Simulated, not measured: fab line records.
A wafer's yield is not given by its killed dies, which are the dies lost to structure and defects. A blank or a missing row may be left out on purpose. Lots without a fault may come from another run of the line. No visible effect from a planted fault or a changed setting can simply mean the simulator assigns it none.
Problem report, 8D (eight disciplines) form, completed by code -- flow ritCmos -- the parts of the form that need people (team, actions taken, sign-off) are left out

== 1. THE ISSUE ==
cdNm at RIT_M1_CD_MEAS_09 reads a mean of 2612.8 nm on 6 wafers of 2 lots; wafers without a fault read 2599.2 nm with a standard deviation of 2.7. Measured from the usual mean, that is +5.0 standard deviations.
The step: target cd 2600 nm.
The first sign was on wafer L934.1 at day 6 21:55, on cdSem-01. The record has a number at this step for 42 wafers belonging to 14 lots. By rule, "out" or "out of limits" means more than 4 standard deviations away from the usual mean. The rest of the wafers with a number are treated as sound.

== 2. WHAT IT IS, AND WHAT IT ISN'T ==
question,is,is not
which readings at this step,cdNm,-
which lots,"L934, L935","L917, L918, L919, L920, L921, L922, L924, L925, L926, L929, L939, L940"
which wafers of those lots,all that have a number,-
read on which gauges,cdSem-01,cdSem-02
when,from day 6 21:55,"up to then (30 sound wafers); but 6 sound wafers of L939, L940 came after"

== 3. THE SUSPECTS, EACH WITH WHAT RULES IT OUT ==
Counting: a tool stays on the suspect list if, at a process step up to the reading, it processed all lots that are out and no sound lot following the first of them.
- ruled out: the gauge at RIT_M1_CD_MEAS_09. All the wafers that are out were read on cdSem-01, but those of them that RIT_M1_EXPOSE_06 has rows for are out there too, on other tools.
- ilineStepper-01 at RIT_M1_EXPOSE_06 (exposes mask M12, target cd 2600 nm): kept. All lots that are out passed through it, beginning with L934 at day 6 21:27, and no sound lot followed; its final sound lot before that point was L926 at day 5 03:41. Its own readings are out on those wafers: exposureDoseMJCm2.
After counting, what remains is ilineStepper-01 at RIT_M1_EXPOSE_06.

== 4. THE CAUSE (what the simulator had put in) ==
Process parameter drift: ilineStepper-01, from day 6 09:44 on, at RIT_M1_EXPOSE_06. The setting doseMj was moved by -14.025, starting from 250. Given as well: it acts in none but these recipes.
The count eliminated every tool but this one.

== 5. THE CHAIN OF EFFECTS, in route order ==
One row per reading whose mean, taken over the struck wafers that have a number, lies over 3 standard deviations from the usual. Only readings for which the record gives a usual standard deviation are gone through. hours: the time from each lot's start at the first step in this table that gives one to its start at this step, as a median over the lots. sigmas: the change in usual standard deviations.
hours,step,reading,usual,on struck wafers,change,sigmas
0,RIT_M1_EXPOSE_06,exposureDoseMJCm2,252.5,241.0,-11.5,-11
0,RIT_M1_CD_MEAS_09,cdNm,2599.2 nm,2612.8,+13.6,+5.0
Here are the process steps it includes:
- RIT_M1_EXPOSE_06: exposes mask M12, target cd 2600 nm.

== 6. HOW IT WOULD HAVE BEEN CAUGHT EARLIER ==
The first out-of-limits reading at a measuring or inspecting step in this record came at day 6 21:55, 12 hours after the fault's start at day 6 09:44.
At RIT_M1_EXPOSE_06, the tool's own readings (exposureDoseMJCm2) were out on each struck wafer the step has a row for, so an alarm limit on them would have fired on the first such wafer.
L935, from the lots that are out (2), started RIT_M1_EXPOSE_06 on ilineStepper-01 later than day 6 21:55. Putting the tool on hold at that point would have spared it.
